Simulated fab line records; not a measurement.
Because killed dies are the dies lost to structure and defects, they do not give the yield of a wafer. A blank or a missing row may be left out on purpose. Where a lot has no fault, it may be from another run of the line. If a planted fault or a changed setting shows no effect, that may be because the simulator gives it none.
Problem report, 8D (eight disciplines) form, completed by code :: flow ritCmos :: the parts of the form that need people (team, actions taken, sign-off) are left out

1. THE PROBLEM
CONTACT_TEOS_THK at RIT_CONTACT_THK_MEAS_01 reads a mean of 331 nm on 2 wafers of 1 lot; wafers without a fault read 410 nm with a standard deviation of 5.1. That puts it -15 standard deviations away from the usual mean.
Seen first at day 6 17:54 on filmMetro-04, wafer L894.2. At this step, 39 wafers from 13 lots have a number in the record. The rule behind "out" and "out of limits": a value lying over 4 standard deviations away from the usual mean. All remaining wafers that have a number are taken as sound.

2. WHAT IT IS, AND WHAT IT ISN'T
question: which readings at this step
is: CONTACT_TEOS_THK
is not: -

question: which lots
is: L894
is not: L879, L880, L881, L882, L883, L884, L885, L886, L888, L890, L895, L900

question: which wafers of those lots
is: L894.2, L894.5
is not: L894.1

question: read on which gauges
is: filmMetro-04
is not: filmMetro-02, filmMetro-03

question: when
is: from day 6 17:54
is not: up to then (31 sound wafers); but 6 sound wafers of L895, L900 came after

3. THE SUSPECTS, EACH WITH WHAT RULES IT OUT
Counting: a tool at a process step up to the reading stays a suspect if it ran every lot that is out. Sound lots after the first of them don't rule it out here, since some wafers of a struck lot are sound.
- the gauge at RIT_CONTACT_THK_MEAS_01: kept. All the wafers that are out were read on filmMetro-04, and no step on other tools shows them out.
- pecvd-04 at RIT_CONTACT_CVD_00 (deposits SiO2 from TEOS, target thk 400 nm, time 62.48 s): kept. It processed L894, the lot that is out, at day 6 17:51, and its most recent sound lot before then was L888 at day 5 11:19.
- Within pecvd-04 at RIT_CONTACT_CVD_00, the wafers that are out were processed in chamber 0 and their sound lot-mates in chamber 2.
Left after counting: pecvd-04 at RIT_CONTACT_CVD_00, filmMetro-04 at RIT_CONTACT_THK_MEAS_01.

4. THE CAUSE (what the simulator had put in)
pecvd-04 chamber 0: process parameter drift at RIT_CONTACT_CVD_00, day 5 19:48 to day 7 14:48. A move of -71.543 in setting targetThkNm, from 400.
Of the 2 suspects that counting leaves, this tool is one.

5. THE EFFECT CHAIN, in route order
Rows list readings where the struck wafers' mean (over those with a number) sits beyond 3 standard deviations from the usual. Only readings whose record carries a usual standard deviation are examined. hours: median over the lots of the time between each lot's start at the first step of this table that gives one and its start at this step. sigmas: the change, counted in usual standard deviations.
hours: 0
step: RIT_CONTACT_THK_MEAS_01
reading: CONTACT_TEOS_THK
usual: 410 nm
on struck wafers: 331
change: -79
sigmas: -15

6. HOW IT WOULD HAVE BEEN CAUGHT EARLIER
Counted from the fault's start at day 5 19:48, it took 22 hours until the first out-of-limits reading at a measuring or inspecting step in this record, taken at day 6 17:54.
Tool readings at RIT_CONTACT_CVD_00 with a usual standard deviation given in the record: none out on any struck wafer, hence no alarm at a limit of 4 standard deviations on them.
By day 6 17:54, every lot that is out (1) had started RIT_CONTACT_CVD_00 on pecvd-04. A hold on the tool at that time would have spared none of them.
